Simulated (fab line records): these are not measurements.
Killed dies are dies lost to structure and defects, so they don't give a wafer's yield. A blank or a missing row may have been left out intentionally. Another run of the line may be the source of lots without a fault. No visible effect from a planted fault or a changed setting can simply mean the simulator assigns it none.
One fault seen from 2 desks + flow rit-cmos + every desk sees just its own numbers, and what lay behind them comes last

== AT THE METROLOGY DESK ==
What the gauges read for every lot (on any tool): the sampled wafers with a number, averaged. Marked OUT: a lot whose mean sits more than 4 standard deviations from the usual mean, which makes it out of limits; the brackets give that distance.
Columns: A = M1_AL_RS at RIT_M1_RS_MEAS_01, usual 0.0733 ohm/sq; B = M1_AL_THK at RIT_M1_THK_MEAS_02, usual 398 nm
| lot  | first seen here | A      | B   |
|------|-----------------|--------|-----|
| L911 | day 3 07:07     | 0.0722 | 403 |
| L912 | day 3 11:11     | 0.0728 | 399 |
| L913 | day 3 22:27     | 0.0730 | 401 |
| L914 | day 4 01:37     | 0.0725 | 397 |
| L915 | day 4 09:28     | 0.0722 | 398 |
| L916 | day 4 09:38     | 0.0731 | 401 |
| L920 | day 5 08:20     | 0.0764 | 382 |
| L922 | day 5 19:13     | 0.0745 | 396 |
| L926 | day 6 09:21     | 0.0723 | 402 |
| L928 | day 6 21:16     | 0.0736 | 395 |
| L930 | day 7 08:42     | 0.0734 | 395 |
| L932 | day 7 21:53     | 0.0744 | 395 |
| L934 | day 8 04:31     | 0.0733 | 395 |
Finding of this desk: none of the 13 lots has anything out of limits.

== TOOL OWNER'S DESK, pvd-sputter-02 ==
The tool's own readings at RIT_M1_SPUTTER_00 (material Al, target thk 400 nm, time 500 s): means of the sampled wafers that have a number, for each lot that ran on this tool. Marked OUT: a lot whose mean sits more than 4 standard deviations from the usual mean, which makes it out of limits; the brackets give that distance.
Columns: A = throttle-valve-pct at RIT_M1_SPUTTER_00, usual 29.5 %
| lot  | first seen here | A    |
|------|-----------------|------|
| L912 | day 3 10:54     | 29.2 |
| L914 | day 4 01:19     | 29.6 |
| L916 | day 4 09:20     | 29.7 |
| L920 | day 5 08:01     | 29.5 |
| L922 | day 5 18:56     | 29.6 |
Finding of this desk: none of the 5 lots has anything out of limits.

== TAKEN TOGETHER ==
The metrology desk saw nothing out of limits.
The desk of the tool owner found nothing out of limits.

== WHAT WAS PUT IN BY THE SIMULATOR ==
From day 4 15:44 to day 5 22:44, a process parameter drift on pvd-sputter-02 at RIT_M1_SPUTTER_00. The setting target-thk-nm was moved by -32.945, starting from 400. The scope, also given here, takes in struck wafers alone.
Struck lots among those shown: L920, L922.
